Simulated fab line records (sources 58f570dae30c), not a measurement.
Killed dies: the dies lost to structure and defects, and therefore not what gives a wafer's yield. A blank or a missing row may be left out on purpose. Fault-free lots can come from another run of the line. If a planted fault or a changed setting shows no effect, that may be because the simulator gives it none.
Chamber matching -- flow berkeleyCmos170 -- UCB170_SPACER_CVD_00 on pecvd-01 has 3 sister chambers
The step deposits SiO2 from TEOS/O2, target thk 376 nm, time 47 s. 14 wafers are shown with their chamber, then 7 later ones without.

## EACH WAFER AND ITS CHAMBER
wafer,chamber,heaterPowerW (W),rfFwdPowerW (W)
L675.2,2,278,544.2
L675.4,0,283,542.3
L675.6,1,274,542.0
L676.1,0,282,544.4
L676.4,0,305,545.3
L676.6,2,216,544.4
L674.1,0,307,543.1
L674.3,2,300,543.3
L674.6,1,225,544.1
L689.4,1,204,545.1
L689.5,2,305,544.7
L689.6,0,311,544.5
L690.1,1,276,543.8
L690.4,2,279,544.2

SIGNATURES (means of the wafers above)
reading,chamber 0,chamber 1,chamber 2,scatter within a chamber
heaterPowerW,297.60,244.75,275.60,29.7
rfFwdPowerW,543.920,543.750,544.160,1.04
Rule: for each reading, subtract the chamber's mean from the wafer's reading, divide by that reading's scatter and square the result; add these up over the readings and take the root, which gives the wafer's distance from the chamber. If the next closest chamber is less than 2 further off than the closest, the wafer can't be placed; otherwise it belongs to the closest. The scatter: take each reading less its chamber's mean, square it, sum over the shown wafers, divide by the number of wafers less the number of chambers, and take the root.

## WAFERS WITH NO CHAMBER GIVEN
wafer,heaterPowerW (W),rfFwdPowerW (W)
L690.5,307,545.1
L693.1,269,544.8
L693.2,225,545.5
L693.3,263,544.0
L696.2,283,544.5
L696.4,262,545.4
L696.5,236,543.0

## THE CHAMBER EACH PASSED THROUGH
wafer,from the rows above,in truth
L690.5,can't be placed: 0 or 2 or 1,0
L693.1,can't be placed: 2 or 0 or 1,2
L693.2,can't be placed: 1 or 2 or 0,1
L693.3,can't be placed: 2 or 1 or 0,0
L696.2,can't be placed: 2 or 0 or 1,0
L696.4,can't be placed: 2 or 1 or 0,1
L696.5,can't be placed: 1 or 2 or 0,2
Correct placement for 0 of the 7. Not placeable from these rows: 7 (in 7, the candidates include the true chamber). 0 placed wrongly.
